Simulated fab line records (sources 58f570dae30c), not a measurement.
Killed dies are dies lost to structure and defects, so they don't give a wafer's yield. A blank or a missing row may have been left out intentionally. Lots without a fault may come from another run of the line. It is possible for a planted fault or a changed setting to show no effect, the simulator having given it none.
Split-lot study | flow berkeley_cmos170 | route with 331 steps; 5 lots, 23 wafers read

== THE SPLIT ITSELF ==
At UCB170_NLDD_IMPLANT_09, the setting energy_kev was moved away from the recipe's 30 on 11 of the 23 wafers read, by -5.4% to +4.7%. This setting was run at the recipe's value on the other wafers.

The reading comes from the split's own step.

== THE READING ==
The simulator's own value implant.drp_nm, read by no gauge, in nm at UCB170_NLDD_IMPLANT_09. The file does not state a usual value for it.

wafer  | tool, chamber at the split | energy_kev as run | against the recipe | implant.drp_nm, nm | against lot-mates on the recipe
L074.1 | implanter-04, 0            | 30                | recipe             | 9.611              | -
L074.3 | implanter-04, 0            | 30                | recipe             | 9.611              | -
L074.4 | implanter-04, 0            | 30.94             | +3.1%              | 9.83               | +0.219
L074.5 | implanter-04, 0            | 30.94             | +3.1%              | 9.83               | +0.219
L074.6 | implanter-04, 0            | 30.94             | +3.1%              | 9.83               | +0.219
L082.2 | implanter-03, 0            | 30                | recipe             | 9.611              | -
L082.3 | implanter-03, 0            | 30                | recipe             | 9.611              | -
L082.4 | implanter-03, 0            | 28.38             | -5.4%              | 9.231              | -0.380
L082.5 | implanter-03, 0            | 28.38             | -5.4%              | 9.231              | -0.380
L082.6 | implanter-03, 0            | 28.38             | -5.4%              | 9.231              | -0.380
L083.1 | implanter-04, 0            | 31.4              | +4.7%              | 9.938              | +0.327
L083.5 | implanter-04, 0            | 31.4              | +4.7%              | 9.938              | +0.327
L083.6 | implanter-04, 0            | 31.4              | +4.7%              | 9.938              | +0.327
L083.2 | implanter-04, 0            | 30                | recipe             | 9.611              | -
L083.4 | implanter-04, 0            | 30                | recipe             | 9.611              | -
L084.3 | implanter-04, 0            | 30                | recipe             | 9.611              | -
L084.5 | implanter-04, 0            | 30                | recipe             | 9.611              | -
L084.6 | implanter-04, 0            | 30                | recipe             | 9.611              | -
L085.1 | implanter-01, 0            | 31.24             | +4.1%              | 9.901              | +0.290
L085.4 | implanter-01, 0            | 31.24             | +4.1%              | 9.901              | +0.290
L085.3 | implanter-01, 0            | 30                | recipe             | 9.611              | -
L085.5 | implanter-01, 0            | 30                | recipe             | 9.611              | -
L085.6 | implanter-01, 0            | 30                | recipe             | 9.611              | -

FIT RESULTS
A straight line over all 23 wafers: implant.drp_nm changes by +0.0702 nm for each +1% of energy_kev; r = +1.00; the points scatter about the line by 0.00043 nm.
The same after taking each lot's own level away (the mean of its wafers on the recipe; 23 wafers): +0.0702 nm for each +1%; r = +1.00; scatter 0.00043 nm.
On that fit, the largest move of energy_kev shifts the reading by 0.38 nm.
The lots' own levels span 9.6110 to 9.6110 nm.
Hence the lot-to-lot level has little effect on the slope; both slopes agree.
Check: -0.379 nm against its lot-mates is what the line predicts for one of the wafers moved furthest among these (-5.4%) when that wafer is left out of the fit. It came out at -0.38 nm against them.

== OTHER SPLITS ON THESE WAFERS ==
Note: prior to the reading, these wafers also went through further splits. Each is held against what the fit with the lots' levels taken away leaves over:
other split on the same wafers       | wafers away from the commonest value | r with implant.drp_nm (lot level and that fit taken away)
UCB170_NWELL_OXIDATION_01 temp_c     | 18                                   | +0.06
UCB170_NWELL_PEB_10 peb_temp_c       | 10                                   | +0.14
UCB170_ACTIVE_OXIDATION_02 ox_time_s | 10                                   | -0.40
UCB170_FIELD_OXIDATION_01 ox_time_s  | 15                                   | +0.18
UCB170_PVT_STRIP_08 o2_flow_sccm     | 9                                    | -0.18

== THE WHOLE CHAIN: every reading that the file lists as answering this split, in the file's order ==
step                   | what it does | reading                                                         | change (the file's fit)                | r (the file's)
UCB170_NLDD_IMPLANT_09 |              | implant.rp_nm (the simulator's own value, which no gauge read)  | +0.161 nm for each +1% of the setting  | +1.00
UCB170_NLDD_IMPLANT_09 |              | implant.drp_nm (the simulator's own value, which no gauge read) | +0.0702 nm for each +1% of the setting | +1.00

== FILE'S OWN FIT ==
implant.drp_nm changes by +0.0702 nm for each +1% of energy_kev, r = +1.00.
